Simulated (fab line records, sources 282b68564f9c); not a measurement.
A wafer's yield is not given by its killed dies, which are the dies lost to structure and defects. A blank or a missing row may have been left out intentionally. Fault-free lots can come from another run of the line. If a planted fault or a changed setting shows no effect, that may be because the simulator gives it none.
Split-lot study | flow rit-cmos | on a route of 202 steps: 5 lots, 23 wafers read

## ON THE SPLIT
At RIT_NSD_COAT_01 (resist thk 1000 nm), the setting spin-rpm was moved away from the recipe's 3250 rpm on 7 of the 23 wafers read, by +3.2% to +5.8%. The other wafers ran this setting at the recipe's value.

## FROM THE SPLIT TO THE READING: what the file shows between them, 3 steps
- RIT_NSD_SOFTBAKE_02: time 60 s
- RIT_NSD_EXPOSE_03: exposes mask M9, target cd 40700 nm
- RIT_NSD_DEVELOP_05: develop time 50 s

## THE READING
NOVOLAK_of_NSD_COAT_01.thk-nm (the simulator's own value, which no gauge read), in nm, at RIT_NSD_HARDBAKE_07 (time 60 s). No usual value for it is given in the file. Across the 16 wafers here that went through the recipe, the average is 884.7 nm and the standard deviation 1.8 nm.

wafer  | tool, chamber at the split | spin-rpm as run, rpm | against the recipe | NOVOLAK_of_NSD_COAT_01.thk-nm, nm | against lot-mates on the recipe
L077.1 | litho-track-01, 0          | 3437                 | +5.8%              | 864.3                             | -20.4
L077.2 | litho-track-01, 0          | 3437                 | +5.8%              | 862.3                             | -22.4
L077.3 | litho-track-01, 0          | 3250                 | recipe             | 885.3                             | -
L077.4 | litho-track-01, 0          | 3250                 | recipe             | 884.1                             | -
L077.6 | litho-track-01, 0          | 3437                 | +5.8%              | 860.9                             | -23.8
L081.2 | litho-track-01, 0          | 3250                 | recipe             | 884.6                             | -
L081.3 | litho-track-01, 0          | 3250                 | recipe             | 886.4                             | -
L081.4 | litho-track-01, 0          | 3250                 | recipe             | 882.2                             | -
L081.5 | litho-track-01, 0          | 3250                 | recipe             | 882.4                             | -
L081.6 | litho-track-01, 0          | 3250                 | recipe             | 886.3                             | -
L082.1 | litho-track-02, 0          | 3250                 | recipe             | 883.9                             | -
L082.2 | litho-track-02, 0          | 3250                 | recipe             | 883.4                             | -
L082.3 | litho-track-02, 0          | 3353                 | +3.2%              | 870.8                             | -12.5
L082.4 | litho-track-02, 0          | 3353                 | +3.2%              | 869.5                             | -13.8
L082.5 | litho-track-02, 0          | 3250                 | recipe             | 882.7                             | -
L084.1 | litho-track-01, 0          | 3250                 | recipe             | 886.7                             | -
L084.2 | litho-track-01, 0          | 3368                 | +3.6%              | 872.1                             | -15.0
L084.3 | litho-track-01, 0          | 3368                 | +3.6%              | 872.3                             | -14.8
L084.5 | litho-track-01, 0          | 3250                 | recipe             | 887                               | -
L084.6 | litho-track-01, 0          | 3250                 | recipe             | 887.6                             | -
L085.1 | litho-track-04, 0          | 3250                 | recipe             | 886.9                             | -
L085.2 | litho-track-04, 0          | 3250                 | recipe             | 882                               | -
L085.4 | litho-track-04, 0          | 3250                 | recipe             | 884.2                             | -

FIT RESULTS
A straight line over all 23 wafers: NOVOLAK_of_NSD_COAT_01.thk-nm changes by -3.88 nm for each +1% of spin-rpm; r = -0.98; the points scatter about the line by 1.9 nm.
The same after taking each lot's own level away (the mean of its wafers on the recipe; 23 wafers): -3.93 nm for each +1%; r = -0.99; scatter 1.4 nm.
On that fit, the largest move of spin-rpm shifts the reading by 23 nm.
The lots' own levels span 883.33 to 887.10 nm, that is 2.0 times the standard deviation above.
Hence the lot-to-lot level has little effect on the slope; both slopes agree.
Check: with one of the wafers moved furthest among these (+5.8%) left out of the fit, the line predicts -23.4 nm for it against its lot-mates. It came out at -20.4 nm against them.

## THE WHOLE CHAIN: every reading that the file lists as answering this split, in the file's order
step                | what it does       | reading                                                                        | change (the file's fit)              | r (the file's)
RIT_NSD_COAT_01     | resist thk 1000 nm | NOVOLAK_of_NSD_COAT_01.thk-nm (the simulator's own value, which no gauge read) | -4.52 nm for each +1% of the setting | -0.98
RIT_NSD_HARDBAKE_07 | time 60 s          | NOVOLAK_of_NSD_COAT_01.thk-nm (the simulator's own value, which no gauge read) | -3.97 nm for each +1% of the setting | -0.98

## FILE'S OWN FIT
NOVOLAK_of_NSD_COAT_01.thk-nm changes by -3.97 nm for each +1% of spin-rpm, r = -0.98.
